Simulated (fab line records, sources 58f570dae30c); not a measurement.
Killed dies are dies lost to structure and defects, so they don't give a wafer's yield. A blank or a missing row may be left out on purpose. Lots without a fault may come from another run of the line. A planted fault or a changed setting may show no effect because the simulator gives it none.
Which tool did it? | flow berkeley_cmos170 | 13 lots, 39 wafers sampled, at 4 steps of a route of 331

WHAT THE GAUGES READ, wafer by wafer
UCB170_PSD_TW_MEAS_10. Usual: PSD_TW 2332, standard deviation 13.
lot  | measured     | on            | PSD_TW         | flag
L731 | day 8 06:49  | film_metro-04 | 2334 2338 2339 |
L736 | day 8 13:04  | film_metro-03 | 2338 2338 2343 |
L735 | day 8 13:21  | film_metro-04 | 2336 2341 2331 |
L734 | day 8 13:37  | film_metro-03 | 2338 2326 2353 |
L737 | day 9 04:19  | film_metro-03 | 2328 2325 2331 |
L738 | day 9 03:35  | film_metro-04 | 2310 2318 2308 |
L740 | day 9 23:54  | film_metro-03 | 2332 2328 2335 |
L741 | day 10 00:17 | film_metro-02 | 2325 2325 2308 |
L742 | day 10 11:55 | film_metro-02 | 2316 2330 2355 |
L743 | day 10 12:46 | film_metro-04 | 2328 2318 2329 |
L746 | day 11 00:44 | film_metro-03 | 2354 2358 2357 |
L749 | day 11 17:09 | film_metro-04 | 2328 2316      |
L751 | day 12 11:41 | film_metro-04 | 2325 2327 2343 |

UCB170_NSD_CD_MEAS_06: target cd 1200 nm. Usual: cd_nm 1199.7 nm, standard deviation 1.7.
lot  | measured     | on        | cd_nm (nm)           | flag
L731 | day 8 08:13  | cd_sem-02 | 1199.8 1200.7 1200.3 |
L736 | day 8 17:58  | cd_sem-02 | 1200.2 1200.7 1200.7 |
L735 | day 8 18:28  | cd_sem-02 | 1199.9 1200.8 1200.6 |
L734 | day 8 18:13  | cd_sem-02 | 1200.0 1199.1 1200.3 |
L737 | day 9 06:47  | cd_sem-02 | 1196.9 1197.0 1197.5 |
L738 | day 9 06:24  | cd_sem-02 | 1198.8 1199.4 1199.2 |
L740 | day 10 01:17 | cd_sem-01 | 1198.3 1198.2 1197.6 |
L741 | day 10 01:31 | cd_sem-01 | 1201.3 1201.2 1201.9 |
L742 | day 10 16:58 | cd_sem-02 | 1197.8 1199.0 1200.7 |
L743 | day 10 17:15 | cd_sem-02 | 1200.3 1199.9 1199.6 |
L746 | day 11 03:07 | cd_sem-02 | 1197.5 1196.7 1196.5 |
L749 | day 11 19:32 | cd_sem-01 | 1198.2 1197.9        |
L751 | day 12 13:05 | cd_sem-01 | 1199.9 1200.2 1199.3 |

WHICH TOOL RAN EACH LOT (tool, then ch and the chambers of the sampled wafers, then the start)
lot  | UCB170_PVT_STRIP_08                  | UCB170_SPACER_ETCHBACK_03
L731 | plasma_asher-02 ch 0,1, day 7 00:20  | rie_diel-02 ch 1,3, day 8 05:10
L736 | plasma_asher-02 ch 0,1, day 7 10:02  | rie_diel-02 ch 0,2,3, day 8 11:25
L735 | plasma_asher-03 ch 0,1, day 7 10:29  | rie_diel-01 ch 1,2,3, day 8 11:28
L734 | plasma_asher-03 ch 0, day 7 10:46    | rie_diel-03 ch 0,2, day 8 11:29
L737 | plasma_asher-02 ch 0,1, day 8 00:41  | rie_diel-02 ch 0,1,3, day 9 01:05
L738 | plasma_asher-03 ch 0,1, day 8 00:51  | rie_diel-03 ch 1,3, day 9 01:05
L740 | plasma_asher-04 ch 0,1, day 8 17:47  | rie_diel-03 ch 1,2,3, day 9 22:27
L741 | plasma_asher-03 ch 0,1, day 8 18:04  | rie_diel-02 ch 0,2, day 9 22:27
L742 | plasma_asher-02 ch 0,1, day 9 08:40  | rie_diel-03 ch 1,3, day 10 10:13
L743 | plasma_asher-02 ch 0,1, day 9 08:59  | rie_diel-02 ch 0,3, day 10 10:17
L746 | plasma_asher-02 ch 0,1, day 9 22:11  | rie_diel-03 ch 0,1,3, day 10 23:04
L749 | plasma_asher-04 ch 0,1, day 10 16:31 | rie_diel-02 ch 0,1,3, day 11 15:01
L751 | plasma_asher-02 ch 0,1, day 10 21:13 | rie_diel-03 ch 0,1,3, day 12 09:29
- UCB170_PVT_STRIP_08: strips in O2.
- UCB170_SPACER_ETCHBACK_03: etches SiO2 in CHF3/CF4/Ar, stops on Si, target depth 376 nm, time 97.26 s.

WHAT THE TOOLS THEMSELVES READ (means of the sampled wafers that have a number; where no wafer has one, the mark that the record gives instead)
UCB170_PVT_STRIP_08. Usual: drypump_motor_current_A 5.5 A, standard deviation 0.44; o2_flow_sccm 399.9 sccm, standard deviation 1.2; oes_product_au 0.735 a.u., standard deviation 0.0043; strip_time_to_endpoint_s 21.57 s, standard deviation 0.052.
lot  | tool            | drypump_motor_current_A (A) | o2_flow_sccm (sccm) | oes_product_au (a.u.) | strip_time_to_endpoint_s (s) | flag
L731 | plasma_asher-02 | 5.8                         | 399.6               | 0.737                 | 21.56                        |
L736 | plasma_asher-02 | 5.5                         | 399.7               | 0.733                 | 21.52                        |
L735 | plasma_asher-03 | 5.7                         | 399.9               | 0.740                 | 21.55                        |
L734 | plasma_asher-03 | 5.6                         | 400.0               | 0.735                 | 21.61                        |
L737 | plasma_asher-02 | 5.8                         | 398.9               | 0.734                 | 21.67                        |
L738 | plasma_asher-03 | 5.7                         | 400.3               | 0.734                 | 21.57                        |
L740 | plasma_asher-04 | 5.1                         | 400.1               | 0.736                 | 21.64                        |
L741 | plasma_asher-03 | 5.8                         | 400.4               | 0.733                 | 21.54                        |
L742 | plasma_asher-02 | 5.5                         | 400.0               | 0.738                 | 21.59                        |
L743 | plasma_asher-02 | 5.9                         | 400.5               | 0.736                 | 21.58                        |
L746 | plasma_asher-02 | 5.8                         | 399.9               | 0.734                 | 21.59                        |
L749 | plasma_asher-04 | 5.1                         | 399.4               | 0.739                 | 21.61                        |
L751 | plasma_asher-02 | 5.8                         | 400.2               | 0.738                 | 21.56                        |

UCB170_SPACER_ETCHBACK_03. Usual: drypump_motor_current_A 5.5 A, standard deviation 0.57; oes_product_au 0.917 a.u., standard deviation 0.017; throttle_valve_pct 6.48 %, standard deviation 0.09.
lot  | tool        | drypump_motor_current_A (A) | oes_product_au (a.u.) | throttle_valve_pct (%) | flag
L731 | rie_diel-02 | 4.9                         | 0.910                 | 6.49                   |
L736 | rie_diel-02 | 5.6                         | 0.915                 | 6.50                   |
L735 | rie_diel-01 | 5.2                         | 0.940                 | 6.48                   |
L734 | rie_diel-03 | 6.2                         | 0.904                 | 6.33                   |
L737 | rie_diel-02 | 5.2                         | 0.914                 | 6.52                   |
L738 | rie_diel-03 | 5.2                         | 0.908                 | 6.51                   |
L740 | rie_diel-03 | 5.7                         | 0.916                 | 6.47                   |
L741 | rie_diel-02 | 5.9                         | 0.925                 | 6.53                   |
L742 | rie_diel-03 | 5.4                         | 0.903                 | 6.54                   |
L743 | rie_diel-02 | 5.2                         | 0.911                 | 6.46                   |
L746 | rie_diel-03 | 5.5                         | 0.902                 | 6.44                   |
L749 | rie_diel-02 | 5.2                         | 0.855                 | 6.51                   | OFF
L751 | rie_diel-03 | 5.5                         | 0.901                 | 6.45                   |

THE ANSWER, worked out from the rows above alone
Rule: a lot is off if the mean of its wafers that have a number lies more than 3 standard deviations from the usual mean. A lot without any number at a reading at which 4 lots or more have one is off too. The other lots that the step has rows for count as sound. The gauges are gone through in route order, then the tools' own readings, and for those a lot's mean is taken as printed above. The first step at which some lot is off is used, and at that step the reading that is off furthest; a lot without a number counts as furthest.
Off: L749, at UCB170_SPACER_ETCHBACK_03 (oes_product_au).
A tool fits if, at that step or a process step before it, it ran every lot that is off, and no sound lot after the first of them. Can't be told from this: 2 tools fit, plasma_asher-04 at UCB170_PVT_STRIP_08, rie_diel-02 at UCB170_SPACER_ETCHBACK_03.

WHAT THE SIMULATOR HAD PUT IN
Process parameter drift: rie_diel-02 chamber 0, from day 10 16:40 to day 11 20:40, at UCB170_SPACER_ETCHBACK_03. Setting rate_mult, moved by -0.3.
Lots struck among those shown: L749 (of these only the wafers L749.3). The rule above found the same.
